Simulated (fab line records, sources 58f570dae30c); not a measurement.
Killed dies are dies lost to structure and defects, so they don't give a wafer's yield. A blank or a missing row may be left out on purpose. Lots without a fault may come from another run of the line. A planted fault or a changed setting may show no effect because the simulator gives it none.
Split-lot experiment | flow berkeley_cmos170 | 5 lots, 23 wafers read, on a route of 331 steps

THE SPLIT
At UCB170_PLDD_IMPLANT_09, the setting energy_kev was moved away from the recipe's 10 on 5 of the 23 wafers read, by -2.7% to +5.2%. The other wafers ran this setting at the recipe's value.

The reading is taken at the split's own step.

THE READING
implant.drp_nm (the simulator's own value, which no gauge read), in nm, at UCB170_PLDD_IMPLANT_09. The file gives no usual value for it.

wafer  | tool, chamber at the split | energy_kev as run | against the recipe | implant.drp_nm, nm | against lot-mates on the recipe
L074.1 | implanter-03, 0            | 10.52             | +5.2%              | 6.22               | +0.215
L074.2 | implanter-03, 0            | 10.52             | +5.2%              | 6.22               | +0.215
L074.6 | implanter-03, 0            | 10.52             | +5.2%              | 6.22               | +0.215
L074.3 | implanter-03, 0            | 10                | recipe             | 6.005              | -
L074.5 | implanter-03, 0            | 10                | recipe             | 6.005              | -
L076.4 | implanter-01, 0            | 10                | recipe             | 6.005              | -
L076.5 | implanter-01, 0            | 10                | recipe             | 6.005              | -
L076.6 | implanter-01, 0            | 10                | recipe             | 6.005              | -
L077.1 | implanter-01, 0            | 10                | recipe             | 6.005              | -
L077.2 | implanter-01, 0            | 10                | recipe             | 6.005              | -
L077.3 | implanter-01, 0            | 10                | recipe             | 6.005              | -
L077.4 | implanter-01, 0            | 10                | recipe             | 6.005              | -
L077.6 | implanter-01, 0            | 10                | recipe             | 6.005              | -
L078.1 | implanter-03, 0            | 10                | recipe             | 6.005              | -
L078.3 | implanter-03, 0            | 10                | recipe             | 6.005              | -
L078.4 | implanter-03, 0            | 10                | recipe             | 6.005              | -
L078.2 | implanter-03, 0            | 9.729             | -2.7%              | 5.891              | -0.114
L078.6 | implanter-03, 0            | 9.729             | -2.7%              | 5.891              | -0.114
L082.1 | implanter-04, 0            | 10                | recipe             | 6.005              | -
L082.2 | implanter-04, 0            | 10                | recipe             | 6.005              | -
L082.3 | implanter-04, 0            | 10                | recipe             | 6.005              | -
L082.4 | implanter-04, 0            | 10                | recipe             | 6.005              | -
L082.6 | implanter-04, 0            | 10                | recipe             | 6.005              | -

THE FIT
A straight line over all 23 wafers: implant.drp_nm changes by +0.0415 nm for each +1% of energy_kev; r = +1.00; the points scatter about the line by 0.0005 nm.
The same after taking each lot's own level away (the mean of its wafers on the recipe; 23 wafers): +0.0415 nm for each +1%; r = +1.00; scatter 0.0005 nm.
On that fit, the largest move of energy_kev shifts the reading by 0.22 nm.
The lots' own levels span 6.0050 to 6.0050 nm.
So the lot-to-lot level changes the slope little: the two slopes agree.
Check: with one of the wafers moved furthest among these (+5.2%) left out of the fit, the line predicts +0.216 nm for it against its lot-mates. It came out at +0.215 nm against them.

OTHER SPLITS ON THESE WAFERS
These wafers also went through other splits before the reading. Each is held against what the fit with the lots' levels taken away leaves over:
other split on the same wafers     | wafers away from the commonest value | r with implant.drp_nm (lot level and that fit taken away)
UCB170_NWELL_OXIDATION_01 temp_c   | 10                                   | -0.31
UCB170_NWELL_IMPLANT_14 energy_kev | 9                                    | -0.18
UCB170_PLDD_PEB_04 peb_temp_c      | 7                                    | +0.00

THE WHOLE CHAIN: every reading that the file lists as answering this split, in the file's order
step                   | what it does | reading                                                         | change (the file's fit)                | r (the file's)
UCB170_PLDD_IMPLANT_09 |              | implant.rp_nm (the simulator's own value, which no gauge read)  | +0.0765 nm for each +1% of the setting | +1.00
UCB170_PLDD_IMPLANT_09 |              | implant.drp_nm (the simulator's own value, which no gauge read) | +0.0414 nm for each +1% of the setting | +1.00

THE FILE'S OWN FIT
implant.drp_nm changes by +0.0414 nm for each +1% of energy_kev, r = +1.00.
